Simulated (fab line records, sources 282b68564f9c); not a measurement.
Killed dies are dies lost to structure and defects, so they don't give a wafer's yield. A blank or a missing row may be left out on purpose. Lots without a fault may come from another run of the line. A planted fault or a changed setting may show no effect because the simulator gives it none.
Split-lot experiment | flow rit_cmos | 5 lots, 23 wafers read, on a route of 202 steps

THE SPLIT
At RIT_SILICIDE_SPUTTER_01 (material Ti, target thk 30 nm, time 240 s), the setting time_s was moved away from the recipe's 240 s on 6 of the 23 wafers read, by -7.0% to +10.7%. The other wafers ran this setting at the recipe's value.

FROM THE SPLIT TO THE READING: what the file shows between them, 1 step
- RIT_SILICIDE_RS_MEAS_02: measures by four-point-probe

THE READING
SILICIDE_TI_THK, in nm, at RIT_SILICIDE_THK_MEAS_03 (measures by xrf). Fault-free wafers of this fab line usually give 29.9 nm, standard deviation 0.36 nm.

wafer  | tool, chamber at the split | time_s as run, s | against the recipe | SILICIDE_TI_THK, nm | against lot-mates on the recipe
L074.1 | pvd_sputter-01, -          | 265.7            | +10.7%             | 32.8                | +3.2
L074.2 | pvd_sputter-01, -          | 265.7            | +10.7%             | 32.5                | +2.9
L074.4 | pvd_sputter-01, -          | 265.7            | +10.7%             | 32.7                | +3.1
L074.5 | pvd_sputter-01, -          | 240              | recipe             | 29.5                | -
L074.6 | pvd_sputter-01, -          | 240              | recipe             | 29.7                | -
L076.2 | pvd_sputter-03, -          | 240              | recipe             | 29.5                | -
L076.3 | pvd_sputter-03, -          | 240              | recipe             | 29.6                | -
L076.5 | pvd_sputter-03, -          | 240              | recipe             | 29.6                | -
L078.1 | pvd_sputter-03, -          | 223.1            | -7.0%              | 28.2                | -1.9
L078.2 | pvd_sputter-03, -          | 240              | recipe             | 30.0                | -
L078.3 | pvd_sputter-03, -          | 240              | recipe             | 30.1                | -
L078.4 | pvd_sputter-03, -          | 223.1            | -7.0%              | 28.2                | -1.9
L078.6 | pvd_sputter-03, -          | 223.1            | -7.0%              | 28.0                | -2.1
L080.1 | pvd_sputter-02, -          | 240              | recipe             | 29.5                | -
L080.3 | pvd_sputter-02, -          | 240              | recipe             | 29.5                | -
L080.4 | pvd_sputter-02, -          | 240              | recipe             | 29.5                | -
L080.5 | pvd_sputter-02, -          | 240              | recipe             | 29.4                | -
L080.6 | pvd_sputter-02, -          | 240              | recipe             | 29.6                | -
L083.1 | pvd_sputter-02, -          | 240              | recipe             | 30.0                | -
L083.3 | pvd_sputter-02, -          | 240              | recipe             | 30.0                | -
L083.4 | pvd_sputter-02, -          | 240              | recipe             | 30.5                | -
L083.5 | pvd_sputter-02, -          | 240              | recipe             | 30.2                | -
L083.6 | pvd_sputter-02, -          | 240              | recipe             | 30.2                | -

THE FIT
A straight line over all 23 wafers: SILICIDE_TI_THK changes by +0.258 nm for each +1% of time_s; r = +0.97; the points scatter about the line by 0.3 nm.
The same after taking each lot's own level away (the mean of its wafers on the recipe; 23 wafers): +0.282 nm for each +1%; r = +1.00; scatter 0.12 nm.
On that fit, the largest move of time_s shifts the reading by 3 nm.
The lots' own levels span 29.50 to 30.18 nm, that is 1.9 times the standard deviation above.
So the lot-to-lot level changes the slope little: the two slopes agree.
Check: with one of the wafers moved furthest among these (+10.7%) left out of the fit, the line predicts +2.97 nm for it against its lot-mates. It came out at +3.2 nm against them.

OTHER SPLITS ON THESE WAFERS
These wafers also went through other splits before the reading. Each is held against what the fit with the lots' levels taken away leaves over:
other split on the same wafers | wafers away from the commonest value | r with SILICIDE_TI_THK (lot level and that fit taken away)
RIT_SDANNEAL_CLEAN_02 time_s   | 15                                   | +0.04

THE WHOLE CHAIN: every reading that the file lists as answering this split, in the file's order
step                     | what it does                              | reading                                                                           | change (the file's fit)              | r (the file's)
RIT_SILICIDE_SPUTTER_01  | material Ti, target thk 30 nm, time 240 s | Ti_of_SILICIDE_SPUTTER_01.thk_nm (the simulator's own value, which no gauge read) | +0.29 nm for each +1% of the setting | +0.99
RIT_SILICIDE_RS_MEAS_02  | measures by four-point-probe              | SILICIDE_TI_RS                                                                    | -0.556 for each +1% of the setting   | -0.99
RIT_SILICIDE_THK_MEAS_03 | measures by xrf                           | SILICIDE_TI_THK                                                                   | +0.284 for each +1% of the setting   | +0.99

THE FILE'S OWN FIT
SILICIDE_TI_THK changes by +0.284 nm for each +1% of time_s, r = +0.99.
